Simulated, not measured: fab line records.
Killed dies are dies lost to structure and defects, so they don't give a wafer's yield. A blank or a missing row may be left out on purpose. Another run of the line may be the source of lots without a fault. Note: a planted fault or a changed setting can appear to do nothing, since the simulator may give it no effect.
The tool behind it: which one? / flow berkeley-cmos170 / Sampling: 13 lots, 38 wafers, 3 of 331 route steps

## WHAT THE GAUGES READ, wafer by wafer
UCB170_V2_THK_MEAS_04. Usual: V2_POLISHED_THK typically reads 1000.0 nm, with standard deviation 1.4.
lot=L366; measured=day 8 05:29; on=film-metro-03; V2_POLISHED_THK (nm)=1002.3 1000.8 1000.1; flag=
lot=L364; measured=day 8 05:47; on=film-metro-03; V2_POLISHED_THK (nm)=1001.3 998.2 1000.4; flag=
lot=L365; measured=day 8 10:41; on=film-metro-01; V2_POLISHED_THK (nm)=1000.3 1001.9 1000.7; flag=
lot=L367; measured=day 8 15:29; on=film-metro-04; V2_POLISHED_THK (nm)=999.2 997.8 1001.1; flag=
lot=L368; measured=day 9 08:07; on=film-metro-04; V2_POLISHED_THK (nm)=1000.3 1002.5 1001.6; flag=
lot=L370; measured=day 9 20:53; on=film-metro-03; V2_POLISHED_THK (nm)=1002.9 998.1 1001.9; flag=
lot=L373; measured=day 9 22:48; on=film-metro-04; V2_POLISHED_THK (nm)=1002.7 999.0 999.9; flag=
lot=L374; measured=day 11 07:41; on=film-metro-04; V2_POLISHED_THK (nm)=998.4 1001.7 999.1; flag=
lot=L377; measured=day 11 07:56; on=film-metro-03; V2_POLISHED_THK (nm)=999.3 1002.0 1001.4; flag=
lot=L375; measured=day 11 08:03; on=film-metro-04; V2_POLISHED_THK (nm)=997.1 999.0 996.8; flag=
lot=L379; measured=day 11 23:02; on=film-metro-04; V2_POLISHED_THK (nm)=999.1 998.7 998.6; flag=
lot=L385; measured=day 13 17:43; on=film-metro-01; V2_POLISHED_THK (nm)=999.3 1000.9 1000.8; flag=
lot=L387; measured=day 13 19:46; on=film-metro-04; V2_POLISHED_THK (nm)=998.5 1001.8; flag=

## WHAT TOOL EACH LOT RAN ON (gives the tool, then ch and the chambers of the sampled wafers, and finally the start)
lot=L366; UCB170_CONTACT_STRIP_19=plasma-asher-03 ch 0,1, day 7 17:36; UCB170_V1_CMP_02=cmp-01 ch 0,1,2, day 7 22:34
lot=L364; UCB170_CONTACT_STRIP_19=plasma-asher-03 ch 0,1, day 7 17:50; UCB170_V1_CMP_02=cmp-02 ch 1,3, day 7 23:52
lot=L365; UCB170_CONTACT_STRIP_19=plasma-asher-01 ch 0,1, day 7 20:36; UCB170_V1_CMP_02=cmp-01 ch 1,2, day 8 04:03
lot=L367; UCB170_CONTACT_STRIP_19=plasma-asher-01 ch 0, day 8 05:13; UCB170_V1_CMP_02=cmp-02 ch 0,1, day 8 09:35
lot=L368; UCB170_CONTACT_STRIP_19=plasma-asher-02 ch 0,1, day 8 20:11; UCB170_V1_CMP_02=cmp-01 ch 1,3, day 9 00:57
lot=L370; UCB170_CONTACT_STRIP_19=plasma-asher-01 ch 0,1, day 9 10:19; UCB170_V1_CMP_02=cmp-01 ch 0,1, day 9 15:05
lot=L373; UCB170_CONTACT_STRIP_19=plasma-asher-02 ch 0,1, day 9 11:43; UCB170_V1_CMP_02=cmp-02 ch 0,2,3, day 9 16:28
lot=L374; UCB170_CONTACT_STRIP_19=plasma-asher-01 ch 0,1, day 10 18:39; UCB170_V1_CMP_02=cmp-02 ch 1,3, day 10 22:27
lot=L377; UCB170_CONTACT_STRIP_19=plasma-asher-03 ch 0,1, day 10 18:54; UCB170_V1_CMP_02=cmp-01 ch 0,3, day 10 23:50
lot=L375; UCB170_CONTACT_STRIP_19=plasma-asher-02 ch 0,1, day 10 19:10; UCB170_V1_CMP_02=cmp-02 ch 0,1,2, day 11 01:13
lot=L379; UCB170_CONTACT_STRIP_19=plasma-asher-02 ch 0,1, day 11 11:26; UCB170_V1_CMP_02=cmp-01 ch 0,1,2, day 11 16:37
lot=L385; UCB170_CONTACT_STRIP_19=plasma-asher-01 ch 0,1, day 13 04:29; UCB170_V1_CMP_02=cmp-02 ch 0,1,2, day 13 08:28
lot=L387; UCB170_CONTACT_STRIP_19=plasma-asher-01 ch 1, day 13 06:06; UCB170_V1_CMP_02=cmp-02 ch 0,2, day 13 11:26
- UCB170_CONTACT_STRIP_19: strips in O2.
- UCB170_V1_CMP_02: polishes SiO2.

## WHAT THE TOOLS THEMSELVES READ (means of the sampled wafers that have a number; where no wafer has one, the mark that the record gives instead)
UCB170_CONTACT_STRIP_19. Usual: chamber-pressure-mTorr 3500 mTorr, standard deviation 3.1; drypump-motor-current-A 5.5 A, standard deviation 0.38; o2-flow-sccm 400.0 sccm, standard deviation 1.2; oes-product-au 0.725 a.u., standard deviation 0.0043.
lot=L366; tool=plasma-asher-03; chamber-pressure-mTorr (mTorr)=3498; drypump-motor-current-A (A)=5.4; o2-flow-sccm (sccm)=399.3; oes-product-au (a.u.)=0.728; flag=
lot=L364; tool=plasma-asher-03; chamber-pressure-mTorr (mTorr)=3500; drypump-motor-current-A (A)=5.4; o2-flow-sccm (sccm)=400.9; oes-product-au (a.u.)=0.726; flag=
lot=L365; tool=plasma-asher-01; chamber-pressure-mTorr (mTorr)=3498; drypump-motor-current-A (A)=5.4; o2-flow-sccm (sccm)=401.0; oes-product-au (a.u.)=0.725; flag=
lot=L367; tool=plasma-asher-01; chamber-pressure-mTorr (mTorr)=3501; drypump-motor-current-A (A)=5.5; o2-flow-sccm (sccm)=399.7; oes-product-au (a.u.)=0.726; flag=
lot=L368; tool=plasma-asher-02; chamber-pressure-mTorr (mTorr)=3499; drypump-motor-current-A (A)=5.7; o2-flow-sccm (sccm)=400.3; oes-product-au (a.u.)=0.727; flag=
lot=L370; tool=plasma-asher-01; chamber-pressure-mTorr (mTorr)=3500; drypump-motor-current-A (A)=5.4; o2-flow-sccm (sccm)=399.4; oes-product-au (a.u.)=0.729; flag=
lot=L373; tool=plasma-asher-02; chamber-pressure-mTorr (mTorr)=3496; drypump-motor-current-A (A)=6.0; o2-flow-sccm (sccm)=400.6; oes-product-au (a.u.)=0.724; flag=
lot=L374; tool=plasma-asher-01; chamber-pressure-mTorr (mTorr)=3500; drypump-motor-current-A (A)=5.4; o2-flow-sccm (sccm)=398.8; oes-product-au (a.u.)=0.724; flag=
lot=L377; tool=plasma-asher-03; chamber-pressure-mTorr (mTorr)=3498; drypump-motor-current-A (A)=5.7; o2-flow-sccm (sccm)=401.4; oes-product-au (a.u.)=0.723; flag=
lot=L375; tool=plasma-asher-02; chamber-pressure-mTorr (mTorr)=3502; drypump-motor-current-A (A)=6.0; o2-flow-sccm (sccm)=399.8; oes-product-au (a.u.)=0.726; flag=
lot=L379; tool=plasma-asher-02; chamber-pressure-mTorr (mTorr)=3500; drypump-motor-current-A (A)=5.7; o2-flow-sccm (sccm)=398.7; oes-product-au (a.u.)=0.728; flag=
lot=L385; tool=plasma-asher-01; chamber-pressure-mTorr (mTorr)=3502; drypump-motor-current-A (A)=5.4; o2-flow-sccm (sccm)=400.0; oes-product-au (a.u.)=0.730; flag=
lot=L387; tool=plasma-asher-01; chamber-pressure-mTorr (mTorr)=3502; drypump-motor-current-A (A)=5.1; o2-flow-sccm (sccm)=399.4; oes-product-au (a.u.)=0.725; flag=

UCB170_V1_CMP_02. Usual: motor-current-A 16.9 A, standard deviation 1.8.
lot=L366; tool=cmp-01; motor-current-A (A)=18.7; flag=
lot=L364; tool=cmp-02; motor-current-A (A)=15.6; flag=
lot=L365; tool=cmp-01; motor-current-A (A)=18.0; flag=
lot=L367; tool=cmp-02; motor-current-A (A)=14.5; flag=
lot=L368; tool=cmp-01; motor-current-A (A)=18.0; flag=
lot=L370; tool=cmp-01; motor-current-A (A)=19.3; flag=
lot=L373; tool=cmp-02; motor-current-A (A)=16.2; flag=
lot=L374; tool=cmp-02; motor-current-A (A)=15.2; flag=
lot=L377; tool=cmp-01; motor-current-A (A)=17.7; flag=
lot=L375; tool=cmp-02; motor-current-A (A)=15.3; flag=
lot=L379; tool=cmp-01; motor-current-A (A)=18.9; flag=
lot=L385; tool=cmp-02; motor-current-A (A)=16.1; flag=
lot=L387; tool=cmp-02; motor-current-A (A)=16.1; flag=

## THE ANSWER, worked out from the rows above alone
Rule: take the mean of a lot's wafers that have a number; if it is more than 3 standard deviations from the usual mean, the lot is off. A lot without any number at a reading at which 4 lots or more have one is off too. Any other lot the step has rows for is counted as sound. First the gauges in route order, then the tools' own readings, where a lot's mean is used as printed above. The first step at which some lot is off is used, and at that step the reading that is off furthest; a lot without a number counts as furthest.
Nothing can be told from this: no lot is off at any reading shown.

## WHAT THE SIMULATOR HAD PUT IN
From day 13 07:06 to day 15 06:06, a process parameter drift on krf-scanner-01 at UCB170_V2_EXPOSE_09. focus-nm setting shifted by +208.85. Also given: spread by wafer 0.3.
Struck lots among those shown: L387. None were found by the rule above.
